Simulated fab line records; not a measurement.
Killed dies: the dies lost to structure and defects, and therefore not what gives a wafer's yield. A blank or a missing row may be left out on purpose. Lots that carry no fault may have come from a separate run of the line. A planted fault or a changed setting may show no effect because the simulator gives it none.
Which tool was responsible?    flow rit cmos    21 wafers from 7 lots sampled at 2 of the route's 202 steps

== WHAT EACH GAUGE READ, for each wafer ==
RIT_SPACER_THK_MEAS_04.
lot   measured     on             SPACER_NITRIDE_THK (nm)
L635  day 3 16:33  film metro-02  249.2 250.5 250.3
L638  day 4 02:19  film metro-04  246.8 246.7 245.1
L640  day 4 09:38  film metro-02  244.9 245.6 246.1
L642  day 4 20:18  film metro-04  253.1 253.1 255.2
L643  day 5 06:40  film metro-01  251.5 251.5 251.1
L651  day 6 15:29  film metro-02  504.9 506.7 506.3
L654  day 7 06:07  film metro-02  245.8 249.1 249.0

== TOOL THAT RAN EACH LOT (tool first, then ch and the chambers of the sampled wafers, then the start) ==
lot   RIT_SPACER_CVD_03
L635  lpcvd-01 ch 1, day 3 14:38
L638  lpcvd-02 ch 0, day 3 23:25
L640  lpcvd-02 ch 0, day 4 07:43
L642  lpcvd-01 ch 1, day 4 18:23
L643  lpcvd-01 ch 0, day 5 04:46
L651  lpcvd-01 ch 1, day 6 09:59
L654  lpcvd-02 ch 1, day 7 04:11
- RIT_SPACER_CVD_03: deposits Si3N4 from SiH2Cl2/NH3, target thk 250 nm, time 3300 s.

== THE ANSWER, worked out from the rows above alone ==
Rule: the lots themselves supply what counts as usual. Put in order of their means at a reading, lots are off if they are a third of the lots or fewer, leave a main group of 4 or more, and stand apart from it by a gap of 3 or more times the standard deviation of the main group's means; of several such gaps the widest counts. If all means in a main group match to the digits the tables above print for the reading, that group is not used. A lot without any number at a reading at which 4 lots or more have one is off too. The other lots that the step has rows for count as sound.
Off: L651, at RIT_SPACER_THK_MEAS_04 (SPACER_NITRIDE_THK). The main group has a mean of 249.1 nm with a standard deviation of 2.9.
A tool fits if, at a process step before that reading, it ran every lot that is off, and no sound lot after the first of them. Gauges at RIT_SPACER_THK_MEAS_04: tried the same way as those tools. One fits: RIT_SPACER_CVD_03 on lpcvd-01. A fault onset in the window from L643 (day 5 04:46, its last sound lot) to L651 (day 6 09:59, its first lot off) fits.

== WHAT THE SIMULATOR PUT IN ==
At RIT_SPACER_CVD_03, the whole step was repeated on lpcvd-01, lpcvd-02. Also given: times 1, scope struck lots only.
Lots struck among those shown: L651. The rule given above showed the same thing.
